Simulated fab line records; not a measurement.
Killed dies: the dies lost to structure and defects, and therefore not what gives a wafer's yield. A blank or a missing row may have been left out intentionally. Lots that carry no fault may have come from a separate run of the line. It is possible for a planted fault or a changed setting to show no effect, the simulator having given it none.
fab line records	flow berkeleyCmos170
record: lots: 12	wafers: 36	lastDay: 13
route steps=331 shown ZERO@12 PWELL@51 ACTIVE@74 PVT@122
lots that met no fault: from a run of the same line without faults
startH: hours from the record's opening day to when the first of the lot's shown wafers began	waitH: hours elapsed since this lot's preceding step	" unchanged from the row above	L1.1+2: a single row standing in for several wafers	- no value, or no start was given	* or withheld: withheld	< > ~ a bound
route shown NAME@n: names a module that has steps shown in the file, with the first one's number in the route	usual: mean and standard deviation over wafers with no fault	same: alike in all rows	chamber/n: place in a boat	sites: the reading at each site	_std_site: how widely they spread, as a standard deviation	_edge_site: outer sites' mean less inner sites'	radiusMm: for every site, how far away it sits from the centre of the wafer	mask NAME#n: copy n	behind: tool/chamber where the wafer was last shaped	hold: cause of the lot's hold/its duration in hours/its outcome	device: transistor that didn't switch, given as n, p or np	end of line: the tests these same wafers got at the end of their route	a step without rows: its recipe alone	killed: the dies lost at the first sort to structure and to defects; this is not the yield of the wafer	map: a wafer's dies, x killed, . not, _ none there
set.NAME: the setting as run; set.NAME@STEP: as run at that earlier step	model.NAME: the simulator's own value behind a step, which no gauge read
steps of the route over a sample of lots; a table a step, a row a wafer
services: the hour from which a tool's chamber was out of use, counted from the record's first day as startH (under 0 if before that day), plus the number of hours and why
== steps ==
step: UCB170_ZERO_ETCH_06
recipe: chemistry: CHF3/CF4/Ar	target: SiO2	timeS: 12	pressureMtorr: 100	rfW: 500	CHF3_flow_sccm: 50	cf4FlowSccm: 10	Ar_flow_sccm: 120	overEtchFrac: 1.58
usual: cf4FlowSccm: 10.006/0.028	drypumpMotorCurrentA: 5.8/0.58	oesProductAu: 0.624/0.012	throttleValvePct: 9.22/0.15
lot.wafer	tool	chamber	startH	waitH	cf4FlowSccm	drypumpMotorCurrentA	oesProductAu	rfHoursCounterH	throttleValvePct
L821.3	rieDiel-02	0	19.18	-	9.942	6.1	0.644	6	8.98
L821.4	"	3	"	"	9.992	5.7	0.636	86	9.41
L821.5	"	2	"	"	9.997	4.7	0.632	-	9.02
L822.1	rieDiel-02	3	30.73	-	10.022	5.7	0.642	87	9.39
L822.4	"	1	"	"	9.995	6.3	0.620	2	9.27
L822.5	"	0	"	"	10.032	6.1	0.638	-	9.01
L824.1	rieDiel-03	2	39.53	-	10.012	6.4	0.619	175	9.16
L824.3	"	1	"	"	9.981	6.2	0.629	32	9.06
L824.4	"	0	"	"	9.954	6.4	0.610	147	9.43
L823.1	rieDiel-02	3	39.64	-	10.002	5.7	0.634	87	9.41
L823.3	"	0	"	"	10.022	6.1	0.641	6	8.99
L823.4	"	2	"	"	10.032	4.7	0.630	97	9.02
L829.2	rieDiel-02	2	60.69	-	9.971	4.7	0.644	97	9.02
L829.3	"	3	"	"	10.000	5.7	0.640	87	9.40
L829.6	"	2	"	"	9.969	4.7	0.634	-	9.03
L832.4	rieDiel-03	1	78.82	-	10.008	6.2	0.624	34	9.06
L832.5	"	3	"	"	10.068	6.3	0.611	-	9.17
L832.6	"	0	"	"	10.068	6.4	0.609	-	9.43
L833.1	rieDiel-03	2	79.54	-	10.041	6.4	0.627	1	9.18
L833.2	"	0	"	"	9.969	6.4	0.619	149	9.44
L833.6	"	2	"	"	10.034	6.5	0.623	-	9.18
L835.2	rieDiel-03	0	93.84	-	10.025	6.4	0.614	150	9.44
L835.4	"	3	"	"	10.023	6.3	0.612	49	9.15
L835.5	"	1	"	"	9.960	6.2	0.635	-	9.04
L838.2	rieDiel-02	1	107.53	-	9.950	6.3	0.628	4	9.24
L838.3	"	2	"	"	9.973	4.7	0.637	99	9.03
L838.6	"	0	"	"	10.056	6.1	0.638	-	9.00
L839.1	rieDiel-01	3	115.95	-	9.988	5.7	0.617	67	9.32
L839.2	"	1	"	"	10.044	5.2	0.619	36	9.31
L839.5	"	3	"	"	9.973	5.8	0.612	-	9.32
L840.1	rieDiel-03	2	116.37	-	9.989	6.4	0.630	3	9.18
L840.3	"	3	"	"	10.005	6.3	0.615	50	9.14
L840.4	"	0	"	"	9.996	6.4	0.617	150	9.41
L841.1	rieDiel-01	1	124.90	-	10.027	5.2	0.616	37	9.32
L841.3	"	0	"	"	10.022	6.1	0.612	-	9.32
L841.4	"	1	"	"	9.997	5.2	0.618	-	9.31
step: UCB170_PWELL_TW_MEAS_17
usual: PWELL_TW: 375/4.6
lot.wafer	tool	chamber	startH	waitH	PWELL_TW
L821.3	filmMetro-01	-	58.68	0.1	375
L821.4	"	-	"	"	377
L821.5	"	-	"	"	377
L822.1	filmMetro-01	-	74.76	0.1	379
L822.4	"	-	"	"	378
L822.5	"	-	"	"	377
L823.1	filmMetro-02	-	75.00	0.1	375
L823.3	"	-	"	"	372
L823.4	"	-	"	"	374
L824.1	filmMetro-02	-	75.24	0.1	374
L824.3	"	-	"	"	372
L824.4	"	-	"	"	374
L829.2	filmMetro-04	-	98.75	0.1	385
L829.3	"	-	"	"	384
L829.6	"	-	"	"	385
L833.1	filmMetro-02	-	113.73	0.1	370
L833.2	"	-	"	"	370
L833.6	"	-	"	"	371
L832.4	filmMetro-02	-	114.52	0.1	372
L832.5	"	-	"	"	371
L832.6	"	-	"	"	369
L835.2	filmMetro-02	-	127.39	0.1	369
L835.4	"	-	"	"	368
L835.5	"	-	"	"	369
L838.2	filmMetro-02	-	144.52	0.1	375
L838.3	"	-	"	"	373
L838.6	"	-	"	"	375
L839.1	filmMetro-01	-	154.49	0.1	380
L839.2	"	-	"	"	379
L839.5	"	-	"	"	380
L840.1	filmMetro-02	-	154.62	0.1	373
L840.3	"	-	"	"	371
L840.4	"	-	"	"	370
L841.1	filmMetro-04	-	162.03	0.1	383
L841.3	"	-	"	"	387
L841.4	"	-	"	"	386
step: UCB170_ACTIVE_OVL_MEAS_14
usual: ACTIVE_OVL: 0/4.6
lot.wafer	tool	chamber	startH	waitH	ACTIVE_OVL[nm]
L821.3	overlay-01	-	91.98	0.1	9
L821.4	"	-	"	"	0
L821.5	"	-	"	"	0
L824.1	overlay-01	-	108.07	0.1	-9
L824.3	"	-	"	"	4
L824.4	"	-	"	"	4
L822.1	overlay-02	-	108.32	0.1	4
L822.4	"	-	"	"	-4
L822.5	"	-	"	"	-2
L823.1	overlay-02	-	108.97	0.1	4
L823.3	"	-	"	"	-1
L823.4	"	-	"	"	-6
L829.2	overlay-02	-	136.15	0.1	2
L829.3	"	-	"	"	5
L829.6	"	-	"	"	2
L832.4	overlay-02	-	150.63	0.1	0
L832.5	"	-	"	"	8
L832.6	"	-	"	"	-1
L833.1	overlay-02	-	151.44	0.1	0
L833.2	"	-	"	"	3
L833.6	"	-	"	"	-2
L835.2	overlay-02	-	163.04	0.1	0
L835.4	"	-	"	"	0
L835.5	"	-	"	"	2
L838.2	overlay-01	-	186.09	0.1	7
L838.3	"	-	"	"	3
L838.6	"	-	"	"	7
L839.1	overlay-02	-	193.08	0.1	0
L839.2	"	-	"	"	6
L839.5	"	-	"	"	-3
L840.1	overlay-01	-	193.32	0.1	1
L840.3	"	-	"	"	4
L840.4	"	-	"	"	3
L841.1	overlay-02	-	202.74	0.1	-4
L841.3	"	-	"	"	1
L841.4	"	-	"	"	-3
step: UCB170_PVT_IMPLANT_07
recipe: species: P	doseCm2: 2e+12	energyKev: 30.16	tiltDeg: 7
usual: doseIonsCm2: 2.0001e+12/2.3e+09	faradayCurrentUA: 6.36/0.12
lot.wafer	tool	chamber	startH	waitH	doseIonsCm2	faradayCurrentUA
L821.3	implanter-02	0	133.50	0.1	1.9996e+12	6.19
L821.4	"	0	"	"	2.0022e+12	6.17
L821.5	"	0	"	"	1.9987e+12	6.46
L823.1	implanter-03	0	154.60	0.0	2.0009e+12	6.33
L823.3	"	0	"	"	2e+12	6.50
L823.4	"	0	"	"	2.0004e+12	6.45
L824.1	implanter-04	0	154.88	0.0	2.0039e+12	6.17
L824.3	"	0	"	"	1.9991e+12	6.39
L824.4	"	0	"	"	1.9989e+12	6.06
L822.1	implanter-02	0	154.99	0.0	1.9999e+12	6.18
L822.4	"	0	"	"	1.998e+12	6.55
L822.5	"	0	"	"	1.9984e+12	6.29
L829.2	implanter-04	0	183.58	0.0	2.0001e+12	6.26
L829.3	"	0	"	"	1.9988e+12	6.35
L829.6	"	0	"	"	2.0011e+12	6.45
L832.4	implanter-03	0	198.37	0.1	1.662e+12	5.20
L832.5	"	0	"	"	1.6609e+12	5.42
L832.6	"	0	"	"	1.6609e+12	5.33
L833.1	implanter-02	0	198.57	0.0	2.0012e+12	6.67
L833.2	"	0	"	"	2.0023e+12	6.17
L833.6	"	0	"	"	2.0031e+12	6.34
L835.2	implanter-03	0	214.95	0.0	1.6581e+12	5.16
L835.4	"	0	"	"	1.6614e+12	5.22
L835.5	"	0	"	"	1.6583e+12	5.27
L840.1	implanter-02	0	232.90	0.0	2.004e+12	6.21
L840.3	"	0	"	"	2.0017e+12	6.37
L840.4	"	0	"	"	2.0014e+12	6.26
L839.1	implanter-04	0	233.14	0.0	2.0006e+12	6.41
L839.2	"	0	"	"	1.9998e+12	6.47
L839.5	"	0	"	"	2.0002e+12	6.16
L838.2	implanter-02	0	233.40	0.0	1.9982e+12	6.39
L838.3	"	0	"	"	1.9992e+12	6.57
L838.6	"	0	"	"	1.997e+12	6.22
L841.1	implanter-02	0	244.58	0.0	1.9973e+12	6.38
L841.3	"	0	"	"	1.9968e+12	6.38
L841.4	"	0	"	"	1.9987e+12	6.29
step: UCB170_PVT_TW_MEAS_09
usual: PVT_TW: 509/7.8
lot.wafer	tool	chamber	startH	waitH	PVT_TW
L821.3	filmMetro-01	-	133.72	0.1	506
L821.4	"	-	"	"	505
L821.5	"	-	"	"	508
L823.1	filmMetro-02	-	154.85	0.1	503
L823.3	"	-	"	"	501
L823.4	"	-	"	"	503
L824.1	filmMetro-01	-	155.13	0.1	512
L824.3	"	-	"	"	509
L824.4	"	-	"	"	510
L822.1	filmMetro-02	-	155.24	0.1	502
L822.4	"	-	"	"	503
L822.5	"	-	"	"	502
L829.2	filmMetro-01	-	183.81	0.1	517
L829.3	"	-	"	"	513
L829.6	"	-	"	"	513
L832.4	filmMetro-01	-	198.58	0.1	481
L832.5	"	-	"	"	483
L832.6	"	-	"	"	482
L833.1	filmMetro-04	-	198.82	0.1	516
L833.2	"	-	"	"	516
L833.6	"	-	"	"	520
L835.2	filmMetro-02	-	215.18	0.1	470
L835.4	"	-	"	"	471
L835.5	"	-	"	"	474
L840.1	filmMetro-01	-	233.15	0.1	512
L840.3	"	-	"	"	513
L840.4	"	-	"	"	515
L839.1	filmMetro-04	-	233.39	0.1	519
L839.2	"	-	"	"	519
L839.5	"	-	"	"	516
L838.2	filmMetro-02	-	233.64	0.1	495
L838.3	"	-	"	"	497
L838.6	"	-	"	"	498
L841.1	filmMetro-01	-	244.83	0.1	512
L841.3	"	-	"	"	512
L841.4	"	-	"	"	513
== services ==
tool	chamber	startH	hours	kind
rieDiel-02	0	-0.53	4.9	repair
implanter-04	-	18.34	4.8	repair
implanter-03	-	32.92	2.6	repair
rieDiel-01	-	76.87	14.6	pm
implanter-04	-	93.17	3.6	pm
rieDiel-03	0	97.21	6.2	repair
implanter-03	-	99.48	1.7	repair
rieDiel-01	3	116.93	13.3	repair
rieDiel-01	2	119.41	7.6	repair
implanter-04	-	133.53	2.0	repair
implanter-02	-	135.05	1.7	repair
rieDiel-02	1	136.08	7.0	repair
rieDiel-01	1	137.26	1.7	repair
rieDiel-01	1	161.36	2.5	repair
rieDiel-01	2	182.46	16.5	repair
rieDiel-02	3	183.62	18.6	repair
implanter-02	-	192.99	2.3	repair
rieDiel-03	3	201.23	7.4	repair
rieDiel-01	0	202.88	1.6	repair
rieDiel-02	0	211.67	10.0	repair
implanter-02	-	215.42	0.5	repair
implanter-02	-	226.81	4.3	repair
rieDiel-03	2	240.98	5.3	repair
implanter-04	-	243.34	3.8	repair
== key ==
firstSign: step: UCB170_PVT_IMPLANT_07	reading: doseIonsCm2	direction: down	sigmas: 99+	usual: 2.0001e+12	struck: 1.6602e+12
effect: step: UCB170_PVT_IMPLANT_07	reading: faradayCurrentUA	direction: down	sigmas: 9.1	usual: 6.36	struck: 5.27
effect: step: UCB170_PVT_TW_MEAS_09	reading: PVT_TW	direction: down	sigmas: 4.2	usual: 509	struck: 477
metAt UCB170_PVT_IMPLANT_07
struckLots L832,L835
testerLeftOut L832,L835
notActingAt UCB170_ZERO_ETCH_06,UCB170_PWELL_TW_MEAS_17,UCB170_ACTIVE_OVL_MEAS_14
onsetBetween 154.60 198.37
fault: kind: processParameterDrift	tool: implanter-03	chamber: -	onsetH: 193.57	steps: UCB170_PVT_IMPLANT_07	channel: doseCm2	offset: -3.4e+11	shape: step	endH: 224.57	actsIn: theseRecipesOnly	stated: 2e+12
testerLeftOut: of these lots the tester's yield and bins aren't shown, on N5 and GAA mostly nor the transistor test; their killed dies are dies lost to structure and defects alone, not to doping, threshold or leakage, so they don't give the yield
